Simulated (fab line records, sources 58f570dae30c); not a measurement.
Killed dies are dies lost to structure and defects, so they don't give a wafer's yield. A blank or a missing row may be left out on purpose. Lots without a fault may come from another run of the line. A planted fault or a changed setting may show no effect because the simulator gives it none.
One fault seen from 2 desks | flow berkeley_cmos170 | each desk has only its own numbers; what lay behind them comes last

THE METROLOGY DESK
What the gauges read, lot by lot, whatever tool the lot ran on: means of the sampled wafers that have a number. A lot is out of limits, marked OUT, if its mean lies more than 4 standard deviations from the usual mean; the brackets give that distance.
Columns: A = V2_TEOS_THK at UCB170_V2_THK_MEAS_01, usual 2011 nm; B = M3_OVL at UCB170_M3_OVL_MEAS_16, usual 0 nm
lot  | first seen here | A    | B
L130 | day 8 00:04     | 2018 | 1
L131 | day 8 05:53     | 2005 | 11
L129 | day 8 06:10     | 1975 | -1
L138 | day 10 01:44    | 2011 | 10
L140 | day 10 04:47    | 1991 | 5
L141 | day 10 05:03    | 2040 | 2
L144 | day 10 19:05    | 2030 | -3
L145 | day 10 19:17    | 2011 | 3
L146 | day 10 22:35    | 2015 | -3
L147 | day 10 22:55    | 2012 | 3
L148 | day 11 14:14    | 2021 | 1
L151 | day 11 14:47    | 1998 | -3
L149 | day 11 15:08    | 1999 | -2
L150 | day 11 23:37    | 1998 | 5
This desk's finding: nothing out of limits on any of the 14 lots.

THE TOOL OWNER'S DESK: rie_diel-04
The tool's own readings at UCB170_M3_ETCH_17 (etches BARC in N2/H2): means of the sampled wafers that have a number, for each lot that ran on this tool. A lot is out of limits, marked OUT, if its mean lies more than 4 standard deviations from the usual mean; the brackets give that distance.
Columns: A = bias_w at UCB170_M3_ETCH_17, usual 99.99 W; B = chamber_pressure_mTorr at UCB170_M3_ETCH_17, usual 30.004 mTorr; C = drypump_motor_current_A at UCB170_M3_ETCH_17, usual 5.60 A; D = oes_product_au at UCB170_M3_ETCH_17, usual 1.005 a.u.; E = throttle_valve_pct at UCB170_M3_ETCH_17, usual 13.23 %
lot  | first seen here | A     | B                        | C    | D     | E
L138 | day 10 08:11    | 99.81 | 35.995 (+99 or more) OUT | 5.62 | 0.985 | 13.55
L140 | day 10 10:44    | 99.92 | 36.016 (+99 or more) OUT | 5.63 | 0.993 | 13.55
This desk's finding: out of limits on L138, L140; first on L138, day 10 08:11 (chamber_pressure_mTorr at UCB170_M3_ETCH_17). In limits: none.

PUT TOGETHER
The tool owner's desk could have raised an alarm at day 10 08:11, on L138, L140.
The metrology desk saw nothing out of limits.
The metrology desk has L138, L140 on record, within its limits.
Of the lots named, all ran UCB170_M3_ETCH_17 on rie_diel-04.

WHAT THE SIMULATOR HAD PUT IN
Process parameter drift: rie_diel-04, from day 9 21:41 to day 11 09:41, at UCB170_M3_ETCH_17. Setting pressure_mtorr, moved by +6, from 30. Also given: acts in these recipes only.
Lots struck among those shown: L138, L140.
Hours from the fault's start to each desk's first reading out of limits: the tool owner's desk, 11.
